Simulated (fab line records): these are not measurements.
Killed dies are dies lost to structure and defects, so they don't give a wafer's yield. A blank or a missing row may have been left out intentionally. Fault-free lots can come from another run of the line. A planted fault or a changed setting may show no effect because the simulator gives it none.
One fault seen from 2 desks / flow berkeley-cmos170 / numbers are kept per desk, each desk with only its own; the story behind them comes last

== THE TOOL OWNER'S DESK: lpcvd-02 ==
The tool's own readings at UCB170_CONTACT_CVD_01 (deposits PSG from SiH4/O2/PH3, target thk 700 nm, time 2820 s): means of the sampled wafers that have a number, for each lot that ran on this tool. A lot is out of limits, marked OUT, if its mean lies more than 4 standard deviations from the usual mean; the brackets give that distance.
Columns: A = o2-flow-sccm at UCB170_CONTACT_CVD_01, usual 90.04 sccm; B = spike-tc-centre-C at UCB170_CONTACT_CVD_01, usual 452.4 C; C = zone-power-centre-pct at UCB170_CONTACT_CVD_01, usual 17.7 %
lot=L587; first seen here=day 8 05:52; A=89.55; B=453.7; C=17.3
lot=L590; first seen here=day 8 05:52; A=90.02; B=452.2; C=21.3
lot=L591; first seen here=day 8 23:40; A=90.19; B=453.4; C=21.2
lot=L593; first seen here=day 9 04:22; A=90.28; B=452.7; C=17.5
lot=L595; first seen here=day 10 01:12; A=89.90; B=452.0; C=21.1
lot=L599; first seen here=day 10 11:37; A=89.83; B=452.6; C=21.2
This desk's finding: nothing out of limits on any of the 6 lots.

== METROLOGY DESK ==
What the gauges read for every lot (on any tool): the sampled wafers with a number, averaged. A lot is out of limits, marked OUT, if its mean lies more than 4 standard deviations from the usual mean; the brackets give that distance.
Columns: A = NLDD_OVL at UCB170_NLDD_OVL_MEAS_07, usual -1 nm; B = M3_OVL at UCB170_M3_OVL_MEAS_16, usual -7 nm
lot=L587; first seen here=day 7 16:53; A=-1; B=-8
lot=L590; first seen here=day 7 17:23; A=-3; B=-2
lot=L588; first seen here=day 7 17:27; A=4; B=-11
lot=L592; first seen here=day 8 07:09; A=-3; B=1
lot=L591; first seen here=day 8 07:34; A=-2; B=-2
lot=L593; first seen here=day 8 17:12; A=-9; B=-16
lot=L595; first seen here=day 9 09:47; A=0; B=-3
lot=L596; first seen here=day 9 10:07; A=-10; B=-6
lot=L597; first seen here=day 10 00:34; A=-2; B=-7
lot=L599; first seen here=day 10 01:14; A=-3; B=-8
lot=L602; first seen here=day 10 09:43; A=2; B=-3
lot=L605; first seen here=day 11 05:26; A=-1; B=-19
lot=L608; first seen here=day 11 20:55; A=-6; B=-3
This desk's finding: nothing out of limits on any of the 13 lots.

== PUT TOGETHER ==
The tool owner's desk saw nothing out of limits.
From the metrology desk's view, nothing was out of limits.

== WHAT WAS PUT IN BY THE SIMULATOR ==
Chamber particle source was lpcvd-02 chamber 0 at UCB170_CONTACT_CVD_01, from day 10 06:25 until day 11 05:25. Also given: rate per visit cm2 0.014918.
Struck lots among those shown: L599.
